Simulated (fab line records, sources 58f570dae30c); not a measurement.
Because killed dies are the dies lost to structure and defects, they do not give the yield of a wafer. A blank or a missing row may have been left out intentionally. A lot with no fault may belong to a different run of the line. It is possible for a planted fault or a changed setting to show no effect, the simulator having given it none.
Which of the tools did it? | flow berkeley-cmos170 | 44 wafers from 15 lots sampled at 6 of the route's 331 steps

== WHAT THE GAUGES SHOWED, per wafer ==
UCB170_NLDD_TW_MEAS_11. Usual: NLDD_TW 2206, standard deviation 10.
lot  | measured     | on            | NLDD_TW        | flag
L648 | day 6 13:05  | film-metro-02 | 2221 2231 2221 |
L649 | day 7 04:26  | film-metro-04 | 2197 2204 2204 |
L652 | day 7 12:03  | film-metro-04 | 2215 2200 2210 |
L651 | day 7 12:21  | film-metro-01 | 2219 2203 2218 |
L655 | day 7 15:46  | film-metro-01 | 2205 2211 2208 |
L654 | day 7 15:57  | film-metro-04 | 2197 2213 2201 |
L661 | day 8 21:54  | film-metro-04 | 2203 2205 2211 |
L659 | day 8 22:12  | film-metro-01 | 2203 2209      |
L662 | day 9 17:20  | film-metro-01 | 2210 2205 2204 |
L664 | day 9 17:31  | film-metro-02 | 2199 2208 2220 |
L663 | day 9 17:35  | film-metro-04 | 2200 2189 2198 |
L665 | day 10 03:59 | film-metro-01 | 2215 2235 2233 |
L667 | day 10 19:04 | film-metro-02 | 2214 2209 2213 |
L670 | day 11 05:29 | film-metro-01 | 2209 2204 2205 |
L666 | day 11 05:36 | film-metro-04 | 2203 2199 2193 |

UCB170_V2_THK_MEAS_04. Usual: V2_POLISHED_THK 999.9 nm, standard deviation 1.2.
lot  | measured     | on            | V2_POLISHED_THK (nm) | flag
L648 | day 7 19:56  | film-metro-02 | 999.2 998.3 998.8    |
L649 | day 8 13:08  | film-metro-01 | 1000.2 1000.6 999.9  |
L652 | day 8 22:01  | film-metro-02 | 998.9 998.1 1000.1   |
L651 | day 8 22:54  | film-metro-02 | 1001.3 999.7 999.3   |
L655 | day 8 22:18  | film-metro-03 | 1000.4 1000.3 999.2  |
L654 | day 8 22:22  | film-metro-02 | 1001.6 999.6 1000.9  |
L661 | day 10 10:23 | film-metro-03 | 926.9 925.4 927.1    | OFF
L659 | day 10 10:58 | film-metro-03 | 926.7 924.1          | OFF
L662 | day 10 23:19 | film-metro-02 | 999.2 1000.2 999.3   |
L664 | day 11 04:10 | film-metro-02 | 1000.8 1000.0 999.8  |
L663 | day 11 03:52 | film-metro-02 | 924.7 923.8 927.1    | OFF
L665 | day 11 16:20 | film-metro-03 | 1000.8 999.9 999.9   |
L667 | day 12 05:00 | film-metro-01 | 1001.0 999.2 999.8   |
L670 | day 12 16:01 | film-metro-02 | 1000.4 1000.9 999.6  |
L666 | day 12 15:14 | film-metro-03 | 1000.5 1001.4 1001.5 |

UCB170_M3_CD_MEAS_90 targets a cd of 700 nm. Usual: cd-nm 699 nm, standard deviation 3.7.
lot  | measured     | on        | cd-nm (nm)  | flag
L648 | day 8 00:58  | cd-sem-01 | 698 700 698 |
L649 | day 8 20:23  | cd-sem-01 | 705 703 697 |
L652 | day 9 02:31  | cd-sem-01 | 701 697 703 |
L651 | day 9 03:39  | cd-sem-01 | 702 697 701 |
L655 | day 9 03:09  | cd-sem-01 | 698 697 698 |
L654 | day 9 03:14  | cd-sem-01 | 699 698 700 |
L661 | day 10 17:23 | cd-sem-01 | 700 696 699 |
L662 | day 11 04:09 | cd-sem-01 | 701 699 706 |
L664 | day 11 08:43 | cd-sem-01 | 695 704 694 |
L665 | day 11 20:53 | cd-sem-01 | 699 696 695 |
L667 | day 12 09:31 | cd-sem-02 | 695 695 693 |
L670 | day 12 21:13 | cd-sem-01 | 703 704 707 |
L666 | day 12 20:40 | cd-sem-02 | 692 697 694 |

== WHAT TOOL EACH LOT RAN ON (gives the tool, then ch and the chambers of the sampled wafers, and finally the start) ==
lot  | UCB170_M2_STRIP_07                   | UCB170_V2_CMP_02              | UCB170_V2_ETCH_14
L648 | plasma-asher-03 ch 0,1, day 7 17:23  | cmp-02 ch 2,3, day 7 19:33    | rie-diel-03 ch 2,3, day 7 21:41
L649 | plasma-asher-03 ch 0,1, day 8 10:35  | cmp-01 ch 1,3, day 8 12:46    | rie-diel-02 ch 0,2,3, day 8 15:20
L652 | plasma-asher-03 ch 0,1, day 8 18:32  | cmp-02 ch 1,2,3, day 8 21:35  | rie-diel-04 ch 0,2,3, day 8 23:35
L651 | plasma-asher-02 ch 0,1, day 8 19:26  | cmp-02 ch 1,3, day 8 22:28    | rie-diel-03 ch 0,2,3, day 9 00:31
L655 | plasma-asher-04 ch 0,1, day 8 18:37  | cmp-01 ch 0,1, day 8 21:52    | rie-diel-03 ch 0,1, day 8 23:51
L654 | plasma-asher-03 ch 0,1, day 8 18:51  | cmp-02 ch 0,2, day 8 21:58    | rie-diel-02 ch 0,2,3, day 9 00:06
L661 | plasma-asher-03 ch 0,1, day 10 07:41 | cmp-02 ch 0,1, day 10 09:58   | rie-diel-03 ch 1,2, day 10 13:52
L659 | plasma-asher-02 ch 0, day 10 08:10   | cmp-02 ch 0, day 10 10:36     | rie-diel-03 ch 2, day 10 14:14
L662 | plasma-asher-02 ch 0,1, day 10 20:44 | cmp-01 ch 0,1,2, day 10 23:02 | rie-diel-02 ch 0,1, day 11 00:52
L664 | plasma-asher-03 ch 0,1, day 11 00:32 | cmp-01 ch 0,1,3, day 11 03:43 | rie-diel-04 ch 0,3, day 11 05:44
L663 | plasma-asher-04 ch 0,1, day 11 00:02 | cmp-02 ch 0,1, day 11 03:27   | rie-diel-02 ch 0,3, day 11 05:26
L665 | plasma-asher-02 ch 0,1, day 11 12:29 | cmp-01 ch 0,1,3, day 11 15:55 | rie-diel-04 ch 0,1,2, day 11 17:55
L667 | plasma-asher-02 ch 0,1, day 12 01:42 | cmp-01 ch 1,3, day 12 04:34   | rie-diel-03 ch 0,2, day 12 06:15
L670 | plasma-asher-03 ch 0,1, day 12 12:17 | cmp-01 ch 1,3, day 12 15:38   | rie-diel-03 ch 2,3, day 12 17:44
L666 | plasma-asher-04 ch 0,1, day 12 12:23 | cmp-01 ch 0,2,3, day 12 14:56 | rie-diel-04 ch 0,1,2, day 12 17:42
- UCB170_M2_STRIP_07: strips in O2.
- UCB170_V2_CMP_02: polishes SiO2.
- UCB170_V2_ETCH_14: etches SiO2 in CHF3/CF4/Ar, stops on Al, target depth 1250 nm, time 291 s.

== AS READ BY THE TOOLS THEMSELVES (means over the sampled wafers that have a number; for cases with no such wafer, the mark the record gives instead) ==
UCB170_M2_STRIP_07. Usual: drypump-motor-current-A 5.79 A, standard deviation 0.3; oes-product-au 0.735 a.u., standard deviation 0.0048; strip-time-to-endpoint-s 21.97 s, standard deviation 0.064.
lot  | tool            | drypump-motor-current-A (A) | oes-product-au (a.u.) | strip-time-to-endpoint-s (s) | flag
L648 | plasma-asher-03 | 5.42                        | 0.737                 | 21.86                        |
L649 | plasma-asher-03 | 5.43                        | 0.736                 | 22.05                        |
L652 | plasma-asher-03 | 5.38                        | 0.737                 | 22.02                        |
L651 | plasma-asher-02 | 5.93                        | 0.737                 | 22.03                        |
L655 | plasma-asher-04 | 6.05                        | 0.736                 | 22.01                        |
L654 | plasma-asher-03 | 5.41                        | 0.734                 | 21.93                        |
L661 | plasma-asher-03 | 5.42                        | 0.733                 | 21.88                        |
L659 | plasma-asher-02 | 5.70                        | 0.732                 | 22.01                        |
L662 | plasma-asher-02 | 5.95                        | 0.732                 | 21.91                        |
L664 | plasma-asher-03 | 5.40                        | 0.730                 | 22.05                        |
L663 | plasma-asher-04 | 6.05                        | 0.735                 | 22.02                        |
L665 | plasma-asher-02 | 5.81                        | 0.734                 | 21.99                        |
L667 | plasma-asher-02 | 5.93                        | 0.734                 | 21.99                        |
L670 | plasma-asher-03 | 5.40                        | 0.734                 | 22.02                        |
L666 | plasma-asher-04 | 6.05                        | 0.736                 | 21.95                        |

UCB170_V2_CMP_02. Usual: motor-current-A 15.5 A, standard deviation 1.3; slurry-filter-dp-kPa 13.51 kPa, standard deviation 0.13.
lot  | tool   | motor-current-A (A) | slurry-filter-dp-kPa (kPa) | flag
L648 | cmp-02 | 14.5                | 13.50                      |
L649 | cmp-01 | 14.5                | 13.45                      |
L652 | cmp-02 | 15.1                | 13.60                      |
L651 | cmp-02 | 14.9                | 13.50                      |
L655 | cmp-01 | 16.4                | 13.47                      |
L654 | cmp-02 | 16.2                | 13.71                      |
L661 | cmp-02 | 16.7                | 13.49                      |
L659 | cmp-02 | 17.4                | 13.38                      |
L662 | cmp-01 | 15.9                | 13.49                      |
L664 | cmp-01 | 15.5                | 13.56                      |
L663 | cmp-02 | 17.1                | 13.47                      |
L665 | cmp-01 | 15.7                | 13.38                      |
L667 | cmp-01 | 14.7                | 13.48                      |
L670 | cmp-01 | 14.3                | 13.60                      |
L666 | cmp-01 | 15.5                | 13.50                      |

UCB170_V2_ETCH_14. Usual: drypump-motor-current-A 5.7 A, standard deviation 0.61; oes-product-au 0.879 a.u., standard deviation 0.013; throttle-valve-pct 6.99 %, standard deviation 0.11.
lot  | tool        | drypump-motor-current-A (A) | oes-product-au (a.u.) | throttle-valve-pct (%) | flag
L648 | rie-diel-03 | 5.9                         | 0.880                 | 6.95                   |
L649 | rie-diel-02 | 5.9                         | 0.861                 | 7.00                   |
L652 | rie-diel-04 | 5.2                         | 0.878                 | 7.04                   |
L651 | rie-diel-03 | 5.8                         | 0.885                 | 7.00                   |
L655 | rie-diel-03 | 5.9                         | 0.883                 | 6.94                   |
L654 | rie-diel-02 | 5.9                         | 0.866                 | 6.98                   |
L661 | rie-diel-03 | 6.0                         | 0.842                 | 6.86                   |
L659 | rie-diel-03 | 6.0                         | 0.831                 | 6.82                   | OFF
L662 | rie-diel-02 | 6.3                         | 0.874                 | 6.96                   |
L664 | rie-diel-04 | 5.5                         | 0.879                 | 7.06                   |
L663 | rie-diel-02 | 6.5                         | 0.842                 | 6.99                   |
L665 | rie-diel-04 | 5.7                         | 0.885                 | 6.98                   |
L667 | rie-diel-03 | 5.7                         | 0.881                 | 6.91                   |
L670 | rie-diel-03 | 5.9                         | 0.872                 | 6.95                   |
L666 | rie-diel-04 | 5.7                         | 0.882                 | 6.99                   |

== THE ANSWER, worked out from the rows above alone ==
Rule: lot off if the mean of its wafers having a number is beyond 3 standard deviations from the usual mean. Also off: a lot with no number at a reading for which 4 or more lots have one. All remaining lots with rows at the step are treated as sound. First the gauges in route order, then the tools' own readings, where a lot's mean is used as printed above. The first step at which some lot is off is used, and at that step the reading that is off furthest; a lot without a number counts as furthest.
Off: L661, L659, L663, seen at UCB170_V2_THK_MEAS_04 (V2_POLISHED_THK).
A tool fits if, at a process step before that reading, it ran every lot that is off, and no sound lot after the first of them. Gauges at UCB170_V2_THK_MEAS_04: tried the same way as those tools. One fits: cmp-02 at UCB170_V2_CMP_02. Its last sound lot is L651 (day 8 22:28), its first lot that is off L661 (day 10 09:58): a fault that began between those two fits.

== WHAT THE SIMULATOR HAD PUT IN ==
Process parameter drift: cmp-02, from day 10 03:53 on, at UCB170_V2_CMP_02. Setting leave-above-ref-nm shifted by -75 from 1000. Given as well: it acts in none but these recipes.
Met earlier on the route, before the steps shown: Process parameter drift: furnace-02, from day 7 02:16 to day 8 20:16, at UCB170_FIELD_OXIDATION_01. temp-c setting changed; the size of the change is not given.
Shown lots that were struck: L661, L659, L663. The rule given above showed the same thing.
